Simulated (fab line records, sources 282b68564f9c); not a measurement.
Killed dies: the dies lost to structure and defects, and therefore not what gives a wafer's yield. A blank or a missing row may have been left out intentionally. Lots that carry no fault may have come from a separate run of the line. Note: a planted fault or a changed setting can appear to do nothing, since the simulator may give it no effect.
A lot that was struck, set against a sound lot    flow rit cmos    15 out of 202 route steps
Sound: these wafers, L482.3, L482.4, L482.5. Wafers struck: L498.1, L498.2, L498.3. The cause is given at the end.
At each step with rows: each side's tool, then ch and its chambers, then its first start. Under that, the readings that differ: sound wafers    struck wafers    difference of the means    sigmas: that difference in standard deviations of wafers without a fault.
alike: a reading whose means differ by less than 2 such deviations, as well as words and numbers matching on both sides. not compared: withheld readings; readings where some wafer has no value; bounds like >300 that might hide an equal value; numbers whose values overlap and for which the record gives no deviation.
The two part at a step that has a row with sigmas, a row that says differs or no value, or rows on one side only. Non-overlapping numbers with no deviation appear without sigmas and do not part them. A reading that every wafer of one side lacks parts them only if that side has two wafers or more.

first, 3 steps without rows for these wafers: RIT_SDANNEAL_CLEAN_00 (cleans in SC1, time 600 s); RIT_SDANNEAL_CLEAN_01 (cleans in dHF, time 30 s); RIT_SDANNEAL_CLEAN_02 (cleans in SC2, time 600 s).
RIT_SDANNEAL_RTA_03: time 5 s.
  sound on rtp anneal-01 ch 0, day 3 13:28; struck on rtp anneal-01 ch 0, day 6 19:23
  alike: ramp down c per s, wafer_temp_C_max
RIT_SDANNEAL_RS_MEAS_04: measurement is done with a four-point probe.
  sound on film metro-02 at day 3 13:32; struck on film metro-02 at day 6 19:26
  alike: PSD_RS
RIT_SDANNEAL_RS_MEAS_05: measurement is done with a four-point probe.
  sound on film metro-02 at day 3 13:40; struck on film metro-02 at day 6 19:34
  alike: NSD_RS
RIT_SDANNEAL_RS_MEAS_06: measurement is done with a four-point probe.
  sound on film metro-02 at day 3 13:47; struck on film metro-02 at day 6 19:41
  alike: PLDD_RS
RIT_SDANNEAL_RS_MEAS_07: measurement is done with a four-point probe.
  sound on film metro-02 at day 3 13:54; struck on film metro-02 at day 6 19:48
  alike: NLDD_RS
then, 1 step without rows for these wafers: RIT_SILICIDE_WET_ETCH_00 (etches SiO2 in BOE, target depth 14 nm, time 15 s).
RIT_SILICIDE_SPUTTER_01: material Ti, target thk 30 nm, time 240 s.
  sound on pvd sputter-03 at day 3 13:59; struck on pvd sputter-04 at day 6 19:56
  alike: throttle valve pct
RIT_SILICIDE_RS_MEAS_02: measurement is done with a four-point probe.
  sound on film metro-02 at day 3 14:11; struck on film metro-03 at day 6 20:05
reading                  sound           struck          difference  sigmas
SILICIDE_TI_RS (ohm/sq)  48.1 49.9 48.6  47.2 47.4 47.1  -1.6        -2
RIT_SILICIDE_THK_MEAS_03: measures by xrf.
  sound on film metro-02 at day 3 14:17; struck on film metro-03 at day 6 20:12
reading               sound           struck          difference  sigmas
SILICIDE_TI_THK (nm)  29.3 28.5 29.0  29.8 29.8 30.0  +0.9        +2
RIT_SILICIDE_RTA_04: time 10 s, ramp up 5 s, ramp down 5 s.
  sound on rtp anneal-02 ch 0, day 3 14:20; struck on rtp anneal-02 ch 0, day 6 20:16
reading           sound              struck             difference  sigmas
wafer_temp_C_max  652.8 651.3 652.1  721.8 722.1 722.5  +70.1       +99 or more
then, 1 step without rows for these wafers: RIT_SILICIDE_WET_ETCH_05 (etches Ti in SPM, time 120 s).
RIT_M1_PROBE_99:
  the record has rows for the sound wafers here (prober-02, day 3 21:08) and none for the struck ones

## WHERE THEY PART
At RIT_SILICIDE_RS_MEAS_02 first; at RIT_M1_PROBE_99 last (within this record only).

WHY: what the simulator had put in
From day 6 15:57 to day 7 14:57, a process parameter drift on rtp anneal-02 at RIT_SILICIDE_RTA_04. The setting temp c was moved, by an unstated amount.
